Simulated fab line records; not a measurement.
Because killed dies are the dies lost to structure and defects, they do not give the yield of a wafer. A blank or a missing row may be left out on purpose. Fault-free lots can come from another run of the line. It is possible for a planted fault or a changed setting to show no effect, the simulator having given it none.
fab line records	flow ritCmos
[record] lots = 13	wafers = 39	lastDay = 7
route steps=202 shown GATE@89
lots that met no fault: from a run of the same line without faults
startH: hours from the record's first day to the start of the lot's first wafer shown	waitH: hours elapsed since this lot's preceding step	" unchanged from the row above	L1.1+2: a single row standing in for several wafers	- value missing, or start not given	* or withheld: withheld	< > ~ a bound
route shown NAME@n: a module of which the file shows steps, and the number in the route of the first	usual: mean and standard deviation over wafers with no fault	same: alike in all rows	chamber/n: place in a boat	sites: each site's reading	_std_site: standard deviation across them	_edge_site: outer sites' mean less inner sites'	radiusMm: how far each site lies from the wafer's centre	mask NAME#n: copy n	behind: the tool/chamber that last shaped the wafer	hold: cause of the lot's hold/its duration in hours/its outcome	device: the transistor (n, p or np) that didn't switch	end of line: tests of these same wafers at the route's end	step lacking rows: just its recipe	killed: not the wafer's yield, but the dies lost to structure and defects at the first sort	map: a wafer's dies, x killed, . not, _ none there
set.NAME: the setting that was run; set.NAME@STEP: the one run at that earlier step	model.NAME: the simulator's own value behind a step, which no gauge read
one table for each step of the route and one row for each wafer, over a sample of lots
services: from which hour (startH, from the record's first day; less than 0 if before it) a tool's chamber was out of use, for how many hours, and why
[[steps]]
[step RIT_GATE_EXPOSE_13]
[recipe] maskId = M6	na = 0.6	sourceShape = conventional	sigmaOuter = 0.6	targetCdNm = 150	doseMj = 380
lot.wafer	tool	chamber	startH	waitH	mask
L468.1+2+4	ilineStepper-01	0	36.49	0.1	M6#0
L469.1+2+6	ilineStepper-01	0	41.83	0.1	M6#0
L471.2+4+6	ilineStepper-02	0	51.65	0.2	M6#0
L472.1+2+4	ilineStepper-02	0	56.34	0.1	M6#0
L473.1+2+4	ilineStepper-01	0	65.78	0.2	M6#0
L474.2+5+6	ilineStepper-01	0	71.85	0.1	M6#0
L475.2+3+6	ilineStepper-01	0	73.47	0.1	M6#0
L476.4+5+6	ilineStepper-02	0	76.50	0.2	M6#0
L478.1+2+6	ilineStepper-01	0	88.30	0.2	M6#0
L481.1+3+4	ilineStepper-01	0	107.56	0.2	M6_R1#0
L483.1+3+4	ilineStepper-01	0	114.35	0.1	M6#0
L490.2+4+5	ilineStepper-02	0	146.34	0.1	M6#0
L491.1+3+5	ilineStepper-02	0	151.18	0.1	M6#0
[step RIT_GATE_CD_MEAS_16]
[recipe] targetCdNm = 150
[usual] cdNm = 151.5/2.9
lot.wafer	tool	chamber	startH	waitH	cdNm
L468.1	cdSem-01	-	36.92	-	152.0
L468.2	"	-	"	"	155.5
L468.4	"	-	"	"	153.7
L469.1	cdSem-02	-	42.23	-	152.3
L469.2	"	-	"	"	155.6
L469.6	"	-	"	"	151.8
L471.2	cdSem-02	-	52.05	-	151.3
L471.4	"	-	"	"	153.8
L471.6	"	-	"	"	152.5
L472.1	cdSem-02	-	56.81	-	154.0
L472.2	"	-	"	"	153.2
L472.4	"	-	"	"	154.4
L473.1	cdSem-01	-	66.18	-	148.6
L473.2	"	-	"	"	143.6
L473.4	"	-	"	"	146.3
L474.2	cdSem-01	-	72.41	-	150.5
L474.5	"	-	"	"	152.4
L474.6	"	-	"	"	152.6
L475.2	cdSem-01	-	73.87	-	148.6
L475.3	"	-	"	"	148.4
L475.6	"	-	"	"	148.8
L476.4	cdSem-01	-	76.90	-	149.1
L476.5	"	-	"	"	147.3
L476.6	"	-	"	"	147.1
L478.1	cdSem-01	-	88.70	-	151.6
L478.2	"	-	"	"	151.3
L478.6	"	-	"	"	151.8
L481.1	cdSem-01	-	107.96	-	130.1
L481.3	"	-	"	"	127.2
L481.4	"	-	"	"	127.5
L483.1	cdSem-02	-	114.78	-	151.6
L483.3	"	-	"	"	153.1
L483.4	"	-	"	"	153.1
L490.2	cdSem-01	-	146.87	-	153.2
L490.4	"	-	"	"	153.2
L490.5	"	-	"	"	153.5
L491.1	cdSem-02	-	151.72	-	148.0
L491.3	"	-	"	"	147.2
L491.5	"	-	"	"	148.2
[[services]]
tool	chamber	startH	hours	kind
ilineStepper-02	-	66.55	1.7	pm
ilineStepper-01	0	121.04	-	calibration
[[key]]
[firstSign] step = RIT_GATE_EXPOSE_13	reading = mask	direction = changed
[effect] step = RIT_GATE_CD_MEAS_16	reading = cdNm	direction = down	sigmas = 8.1	usual = 151.5	struck = 128.3
metAt RIT_GATE_EXPOSE_13
struckLots L481
sortLeftOut L481.1,L481.3,L481.4
testerLeftOut L481
onsetBetween 88.30 107.56
[fault] kind = wrongMask	tool = any	chamber = -	onsetH = 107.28	steps = RIT_GATE_EXPOSE_13	auxCopy = M6_R1#0	cdOffsetNm = -22	scope = struckLotsOnly
// testerLeftOut: of these lots the tester's yield and bins aren't shown, on N5 and GAA mostly nor the transistor test; their killed dies are dies lost to structure and defects alone, not to doping, threshold or leakage, so they don't give the yield
// sortLeftOut: the simulated sort isn't trusted on such a fault, so these wafers' sort isn't shown, and their yield isn't known
